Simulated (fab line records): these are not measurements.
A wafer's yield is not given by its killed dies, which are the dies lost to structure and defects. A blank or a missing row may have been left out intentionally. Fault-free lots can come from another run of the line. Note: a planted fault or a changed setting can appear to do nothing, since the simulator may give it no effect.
Shared-tool check    flow rit_cmos    Sample size 14 lots and 42 wafers

== THE REASON FOR OPENING IT ==
At RIT_WELLDRIVE_RS_MEAS_02 the reading PWELL_RS is flagged on 2 of 14 lots. Fault-free wafers read 429.9 ohm/sq, with a standard deviation of 1.3.
Rule: a lot is flagged in two cases, either no wafer of it has a number, or all its wafers with numbers fall more than 4 standard deviations from that mean. The rest of the lots are taken to be sound.

lot   measured     on             PWELL_RS (ohm/sq), wafer by wafer  flag
L399  day 2 10:17  film_metro-01  430.6 430.5 431.0                  
L400  day 2 18:58  film_metro-04  430.1 428.7 430.0                  
L401  day 2 22:02  film_metro-03  429.6 430.6 430.2                  
L402  day 3 02:48  film_metro-03  429.8 428.7 429.0                  
L404  day 3 16:37  film_metro-04  428.0 430.1 428.9                  
L405  day 3 21:03  film_metro-01  429.7 429.7 431.5                  
L408  day 4 09:27  film_metro-01  431.6 431.6 432.5                  
L409  day 4 14:34  film_metro-03  428.9 428.8 429.9                  
L410  day 4 17:35  film_metro-04  430.6 432.0 432.2                  
L411  day 5 02:43  film_metro-01  430.1 431.1 432.0                  
L416  day 5 23:16  film_metro-03  442.9 444.3 443.5                  FLAGGED
L417  day 6 05:38  film_metro-03  429.5 430.5 430.2                  
L418  day 6 10:43  film_metro-04  445.5 444.4 444.8                  FLAGGED
L421  day 7 03:42  film_metro-03  431.2 431.4 430.9                  
On average the flagged lots' numbers are 444.2 ohm/sq, which is +14.3 ohm/sq against the usual, or +11 standard deviations.

== WHICH TOOL RAN EACH LOT ==
The record holds 1 process step before the reading, out of a route of 202 steps. Each cell gives the tool, then ch followed by the chambers the sampled wafers passed through, then the start.
lot   flag     RIT_PWELL_IMPLANT_08
L399           implanter-02 ch 0, day 2 04:38
L400           implanter-01 ch 0, day 2 13:23
L401           implanter-01 ch 0, day 2 15:20
L402           implanter-02 ch 0, day 2 20:19
L404           implanter-02 ch 0, day 3 11:02
L405           implanter-02 ch 0, day 3 13:44
L408           implanter-02 ch 0, day 4 03:53
L409           implanter-02 ch 0, day 4 07:34
L410           implanter-01 ch 0, day 4 12:01
L411           implanter-02 ch 0, day 4 20:28
L416  FLAGGED  implanter-01 ch 0, day 5 17:41
L417           implanter-02 ch 0, day 6 00:03
L418  FLAGGED  implanter-01 ch 0, day 6 04:24
L421           implanter-04 ch 0, day 6 19:12
What the steps here do:
- RIT_PWELL_IMPLANT_08
- RIT_WELLDRIVE_RS_MEAS_02: measures by four-point-probe.

== FLAGGED OVER TOTAL, TOOL BY TOOL (the gauges that took the reading come last) ==
step                      tool           lots run  flagged  share of the flagged lots  sound lots run after its first flagged lot
RIT_PWELL_IMPLANT_08      implanter-01   5         2        all                        0
RIT_PWELL_IMPLANT_08      implanter-02   8         0        none                       -
RIT_PWELL_IMPLANT_08      implanter-04   1         0        none                       -
RIT_WELLDRIVE_RS_MEAS_02  film_metro-01  4         0        none                       -
RIT_WELLDRIVE_RS_MEAS_02  film_metro-03  6         1        some                       2 (L417,L421)
RIT_WELLDRIVE_RS_MEAS_02  film_metro-04  4         1        some                       0

== THE TABLE: WHAT IT ALLOWS ==
1 row of the table ran every flagged lot: implanter-01 at RIT_PWELL_IMPLANT_08.
- implanter-01 at RIT_PWELL_IMPLANT_08 ran 5 lots, 2 of them flagged. Last sound lot L410 at day 4 12:01, first flagged lot L416 at day 5 17:41; a fault beginning in between fits. Its own readings lie more than 4 standard deviations out on every wafer of the flagged lots: dose_ions_cm2.
What remains is a single tool, implanter-01 at RIT_PWELL_IMPLANT_08.

== WHAT THE SIMULATOR PUT IN ==
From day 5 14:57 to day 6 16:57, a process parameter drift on implanter-01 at RIT_PWELL_IMPLANT_08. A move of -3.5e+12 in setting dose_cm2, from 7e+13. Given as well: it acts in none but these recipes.
Shown lots that were struck: L416, L418. The same result came from the rule above.
